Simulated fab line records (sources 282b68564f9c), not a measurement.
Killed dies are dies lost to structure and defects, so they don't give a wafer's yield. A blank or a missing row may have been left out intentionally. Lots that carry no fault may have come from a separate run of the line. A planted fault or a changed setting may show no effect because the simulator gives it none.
Which tool is to blame? | flow rit-cmos | 14 lots, 42 wafers sampled, at 2 steps of a route of 202

WHAT EACH GAUGE READ, for each wafer
RIT_NRETRO_TW_MEAS_10. Usual: for NRETRO_TW the level is 1057 and the standard deviation is 8.7.
lot  | measured    | on            | NRETRO_TW      | flag
L993 | day 2 06:53 | film-metro-02 | 1049 1056 1052 |
L994 | day 2 12:05 | film-metro-02 | 1052 1051 1055 |
L997 | day 3 03:38 | film-metro-02 | 1054 1051 1050 |
L998 | day 3 10:31 | film-metro-04 | 1065 1062 1061 |
L999 | day 3 16:47 | film-metro-04 | 1066 1062 1060 |
L100 | day 3 21:02 | film-metro-01 | 1043 1042 1043 |
L103 | day 4 10:25 | film-metro-04 | 1186 1187 1187 | OFF
L104 | day 4 15:05 | film-metro-01 | 1156 1156 1160 | OFF
L107 | day 5 06:55 | film-metro-04 | 1061 1070 1061 |
L108 | day 5 12:07 | film-metro-04 | 1058 1063 1064 |
L109 | day 5 16:07 | film-metro-02 | 1056 1063 1054 |
L111 | day 6 02:08 | film-metro-01 | 1045 1045 1044 |
L112 | day 6 06:53 | film-metro-02 | 1049 1052 1047 |
L113 | day 6 11:48 | film-metro-01 | 1048 1046 1049 |

WHICH TOOL RAN EACH LOT (tool, then ch and the chambers of the sampled wafers, then the start)
lot  | RIT_NRETRO_IMPLANT_08
L993 | implanter-03 ch 0, day 2 06:34
L994 | implanter-01 ch 0, day 2 11:46
L997 | implanter-02 ch 0, day 3 03:19
L998 | implanter-02 ch 0, day 3 10:11
L999 | implanter-02 ch 0, day 3 16:28
L100 | implanter-01 ch 0, day 3 20:43
L103 | implanter-02 ch 0, day 4 10:05
L104 | implanter-02 ch 0, day 4 14:45
L107 | implanter-01 ch 0, day 5 06:37
L108 | implanter-03 ch 0, day 5 11:49
L109 | implanter-01 ch 0, day 5 15:50
L111 | implanter-03 ch 0, day 6 01:49
L112 | implanter-03 ch 0, day 6 06:34
L113 | implanter-01 ch 0, day 6 11:28
- RIT_NRETRO_IMPLANT_08

WHAT THE TOOLS THEMSELVES READ (means of the sampled wafers that have a number; where no wafer has one, the mark that the record gives instead)
RIT_NRETRO_IMPLANT_08. Usual: dose-ions-cm2 1.0001e+13, standard deviation 1.1e+10; faraday-current-uA 31.8, standard deviation 0.71.
lot  | tool         | dose-ions-cm2 | faraday-current-uA | flag
L993 | implanter-03 | 9.9960e+12    | 32.0               |
L994 | implanter-01 | 1.0005e+13    | 31.1               |
L997 | implanter-02 | 1.0009e+13    | 31.4               |
L998 | implanter-02 | 9.9987e+12    | 32.1               |
L999 | implanter-02 | 1.0004e+13    | 31.2               |
L100 | implanter-01 | 1.0021e+13    | 31.7               |
L103 | implanter-02 | 1.3694e+13    | 44.9               | OFF
L104 | implanter-02 | 1.3698e+13    | 44.7               | OFF
L107 | implanter-01 | 9.9950e+12    | 31.3               |
L108 | implanter-03 | 9.9950e+12    | 31.6               |
L109 | implanter-01 | 1.0002e+13    | 31.9               |
L111 | implanter-03 | 1.0001e+13    | 31.0               |
L112 | implanter-03 | 1.0001e+13    | 31.9               |
L113 | implanter-01 | 9.9947e+12    | 31.5               |

THE ANSWER, worked out from the rows above alone
Rule: a lot counts as off when the mean over its wafers that have a number is more than 3 standard deviations away from the usual mean. Also off: a lot with no number at a reading for which 4 or more lots have one. The other lots that the step has rows for count as sound. After the gauges, taken in route order, come the tools' own readings; for these a lot's mean is taken, as printed above. At the first step where some lot is off, the reading lying furthest off is the one used; lots without a number count as furthest.
Off: L103, L104, seen at RIT_NRETRO_TW_MEAS_10 (NRETRO_TW).
If a tool, at a process step before that reading, ran all the lots that are off and no sound lot after the first of them, it fits. The gauges at RIT_NRETRO_TW_MEAS_10 aren't tried: what is off there is off at RIT_NRETRO_IMPLANT_08 too, on other tools, and a gauge's error can't cause that. One fits: implanter-02 at RIT_NRETRO_IMPLANT_08. Its last sound lot is L999 (day 3 16:28), its first lot that is off L103 (day 4 10:05): a fault that began between those two fits.
The tool's own readings at RIT_NRETRO_IMPLANT_08 bear it out: on the lots that are off they differ by more than 5 times the standard deviation of the sound lots' means. dose-ions-cm2 reads 1.3696e+13 there against 1.0002e+13 on the sound lots; faraday-current-uA reads 44.8 there against 31.6 on the sound lots.

WHAT HAD BEEN PUT IN BY THE SIMULATOR
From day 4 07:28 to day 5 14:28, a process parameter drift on implanter-02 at RIT_NRETRO_IMPLANT_08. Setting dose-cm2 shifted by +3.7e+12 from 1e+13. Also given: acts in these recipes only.
Lots struck among those shown: L103, L104. Same finding as the rule above.
